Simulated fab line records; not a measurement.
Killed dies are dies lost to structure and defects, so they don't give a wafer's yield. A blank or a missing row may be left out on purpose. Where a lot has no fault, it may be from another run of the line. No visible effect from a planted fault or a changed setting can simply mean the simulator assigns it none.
Comparing a struck lot with a sound one || flow berkeley_cmos170 || 16 out of 331 route steps
Sound: wafers L878.1, L878.2, L878.5. The struck wafers were L884.1, L884.2, L884.4. The cause is given at the end.
For every step that has rows: the tool of each side, followed by ch and its chambers, followed by its first start. Under that, the readings that differ: sound wafers || struck wafers || difference of the means || sigmas: that difference in standard deviations of wafers without a fault.
alike: readings with means less than 2 such deviations apart, plus words and numbers identical on both sides. not compared: withheld readings, readings lacking a value on some wafer, bounds such as >300 that could conceal the same value, and numbers that have no deviation in the record and whose values overlap.
Wherever a step has rows on one side only, a row that says differs or no value, or a row with sigmas, the two part there. Numbers that have no deviation but don't overlap get no sigmas and don't part them. Lack of a reading on every wafer of one side parts them only where that side has two or more wafers.

UCB170_M1_SPUTTER_00: material Al, target thk 600 nm, time 80 s.
  sound on pvd_sputter-04 at day 7 03:14; struck on pvd_sputter-04 at day 8 05:14
  alike: throttle_valve_pct
UCB170_M1_RS_MEAS_01: uses a four-point probe to measure.
  sound on film_metro-03 at day 7 03:17; struck on film_metro-01 at day 8 05:20
  alike: M1_AL_RS
UCB170_M1_THK_MEAS_02: measures by xrf.
  sound on film_metro-03 at day 7 03:25; struck on film_metro-01 at day 8 05:27
  alike: M1_AL_THK
then, 6 steps without rows for these wafers: UCB170_M1_COAT_03; UCB170_M1_COAT_04 (resist thk 900 nm); UCB170_M1_SOFTBAKE_05 (time 60 s); UCB170_M1_EXPOSE_06 (exposes mask METAL1, target cd 700 nm); UCB170_M1_PEB_07; UCB170_M1_DEVELOP_08 (develop time 45 s).
UCB170_M1_CD_MEAS_09: target cd 700 nm.
  sound on cd_sem-02 at day 7 05:02; struck on cd_sem-02 at day 8 07:32
  alike: cd_nm
UCB170_M1_OVL_MEAS_10:
  sound on overlay-01 at day 7 05:09; struck on overlay-02 at day 8 07:39
  alike: M1_OVL
UCB170_M1_ETCH_11: etches BARC in N2/H2.
  sound on rie_diel-04 ch 0,2,3, day 7 05:11; struck on rie_diel-01 ch 0,1,2, day 8 07:41
  alike: bias_w, chamber_pressure_mTorr, drypump_motor_current_A, oes_product_au, throttle_valve_pct
UCB170_M1_METAL_ETCH_12: etches Al in Cl2/BCl3, stops on PSG, target depth 780 nm, time 130 s.
  sound on rie_metal-04 ch 0,1, day 7 05:13; struck on rie_metal-02 ch 0,1, day 8 07:44
  no value came back on the struck wafers for any of 5 readings (bcl3_flow_sccm (sccm), bias_w (W) and others); on the sound wafers bcl3_flow_sccm (sccm) reads 44.96 45.12 45.25
{"reading": "model.KrF_of_M1_COAT_04.thk_nm (nm)", "sound": "409 429.8 432.8", "struck": "887.3 886.6 885.8", "difference": "+462.7", "sigmas": ""}
{"reading": "model.PSG_of_CONTACT_CVD_01.thk_nm (nm)", "sound": "655.5 659 654", "struck": "701.6 695.8 699.9", "difference": "+42.9", "sigmas": ""}
  not compared: rf_hours_counter_h
UCB170_M1_STRIP_13: strips in O2.
  sound on plasma_asher-03 ch 0,1, day 7 05:22; struck on plasma_asher-03 ch 0,1, day 8 07:52
  alike: drypump_motor_current_A, oes_product_au
  not compared: rf_hours_counter_h
UCB170_M1_CD_MEAS_90: target cd 700 nm.
  sound on cd_sem-01 at day 7 05:28; struck on cd_sem-01 at day 8 07:58
{"reading": "cd_nm (nm)", "sound": "700.5 702.0 701.2", "struck": "- - -", "difference": "no value on the struck wafers", "sigmas": ""}
then, 1 step without rows for these wafers: UCB170_M1_ANNEAL_14 (time 1200 s).

## WHERE THEY PART
Earliest at UCB170_M1_METAL_ETCH_12; latest, in this record, at UCB170_M1_CD_MEAS_90.

WHY: what the simulator had put in
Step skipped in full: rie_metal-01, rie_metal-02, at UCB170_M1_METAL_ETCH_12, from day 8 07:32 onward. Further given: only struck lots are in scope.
